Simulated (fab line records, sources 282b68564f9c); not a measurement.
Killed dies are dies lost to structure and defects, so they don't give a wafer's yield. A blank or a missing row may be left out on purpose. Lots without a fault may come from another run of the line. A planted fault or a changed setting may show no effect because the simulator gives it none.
One fault seen from 2 desks | flow rit_cmos | each desk has only its own numbers; what lay behind them comes last

THE TOOL OWNER'S DESK: implanter-04
The tool's own readings at RIT_PSD_IMPLANT_08: means of the sampled wafers that have a number, for each lot that ran on this tool. A lot is out of limits, marked OUT, if its mean lies more than 4 standard deviations from the usual mean; the brackets give that distance.
Columns: A = beam_on_s at RIT_PSD_IMPLANT_08, usual 14.6 s; B = dose_ions_cm2 at RIT_PSD_IMPLANT_08, usual 5.001e+15
lot  | first seen here | A               | B
L725 | day 4 18:02     | 16.1            | 5.002e+15
L728 | day 5 13:07     | 16.3            | 5.007e+15
L731 | day 6 00:41     | 15.8            | 5.004e+15
L734 | day 6 23:49     | 21.5 (+5.8) OUT | 6.744e+15 (+99 or more) OUT
L736 | day 7 12:54     | 21.4 (+5.6) OUT | 6.749e+15 (+99 or more) OUT
This desk's finding: out of limits on L734, L736; first on L734, day 6 23:49 (beam_on_s at RIT_PSD_IMPLANT_08). In limits: L725, L728, L731.

THE METROLOGY DESK
What the gauges read, lot by lot, whatever tool the lot ran on: means of the sampled wafers that have a number. A lot is out of limits, marked OUT, if its mean lies more than 4 standard deviations from the usual mean; the brackets give that distance.
Columns: A = PSD_TW at RIT_PSD_TW_MEAS_10, usual 3444; B = PSD_RS at RIT_SDANNEAL_RS_MEAS_04, usual 115.9 ohm/sq; C = CONTACT_TEOS_THK at RIT_CONTACT_THK_MEAS_01, usual 401 nm
lot  | first seen here | A               | B               | C
L721 | day 3 23:22     | 3466            | 115.9           | 406
L722 | day 4 05:33     | 3430            | 115.7           | 404
L723 | day 4 08:34     | 3449            | 115.6           | 401
L724 | day 4 13:11     | 3421            | 115.7           | 398
L725 | day 4 18:22     | 3475            | 116.1           | 392
L726 | day 5 01:43     | 3441            | 115.9           | 397
L727 | day 5 06:55     | 3454            | 115.4           | 403
L728 | day 5 13:25     | 3465            | 115.8           | 401
L731 | day 6 01:01     | 3435            | 115.8           | 402
L732 | day 6 16:13     | 3450            | 115.9           | 398
L734 | day 7 00:08     | 3541 (+4.6) OUT | 112.3 (-11) OUT | 405
L736 | day 7 13:13     | 3488            | 112.6 (-10) OUT | 399
L740 | day 8 16:51     | 3445            | 115.7           | 393
L741 | day 8 18:37     | 3459            | 115.7           | 406
This desk's finding: out of limits on L734, L736; first on L734, day 7 00:08 (PSD_TW at RIT_PSD_TW_MEAS_10). In limits: L721, L722, L723, L724, L725, L726, L727, L728, L731, L732, L740, L741.

PUT TOGETHER
The tool owner's desk could have raised an alarm at day 6 23:49, on L734, L736.
The metrology desk could have raised an alarm at day 7 00:08, on L734, L736.
Of the lots named, all ran RIT_PSD_IMPLANT_08 on implanter-04.

WHAT THE SIMULATOR HAD PUT IN
Process parameter drift: implanter-04, from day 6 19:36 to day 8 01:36, at RIT_PSD_IMPLANT_08. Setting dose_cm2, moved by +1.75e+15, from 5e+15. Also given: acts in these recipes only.
Lots struck among those shown: L734, L736.
Hours from the fault's start to each desk's first reading out of limits: the tool owner's desk, 4; the metrology desk, 5.
